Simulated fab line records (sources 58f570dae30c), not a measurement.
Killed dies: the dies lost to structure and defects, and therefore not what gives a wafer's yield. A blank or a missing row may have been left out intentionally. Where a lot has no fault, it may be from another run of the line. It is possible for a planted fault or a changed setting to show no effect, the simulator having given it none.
Matching of chambers	flow berkeleyCmos170	rieDiel-01 running UCB170_CONTACT_ETCH_17: 4 sister chambers
The step etches BARC in N2/H2. 4 wafers are shown with their chamber, then 7 later ones without.

WAFERS PAIRED WITH THEIR CHAMBERS
wafer	chamber	throttleValvePct (%)
L470.6	3	13.32
L478.6	2	13.47
L480.1	1	13.24
L480.3	0	13.43

WAFERS WHOSE CHAMBER IS MISSING
wafer	throttleValvePct (%)
L480.5	13.48
L483.2	13.25
L483.3	13.30
L483.5	13.31
L481.3	13.26
L481.4	13.48
L481.5	13.29

CHAMBER TAKEN BY EACH
wafer	from the rows above	in truth
L480.5	2	2
L483.2	1	1
L483.3	3	3
L483.5	3	3
L481.3	1	1
L481.4	2	2
L481.5	can't be placed: 3 or 1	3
Placed correctly: 6 of 7. These rows do not allow placing 1 (true chamber among the candidates in 1). Wrongly placed: 0.
How it was worked out, from the rows above alone: a wafer's distance from a chamber is the root of the sum, over the readings, of the square of ((its reading less the chamber's mean) divided by the reading's scatter). The wafer belongs to the nearest chamber; if the next one is less than 2 further off, it can't be placed. Each chamber's mean is taken over the wafers shown for it. The scatter: root of mean squared gap, hidden wafer to nearest shown wafer, with one shown wafer a chamber.
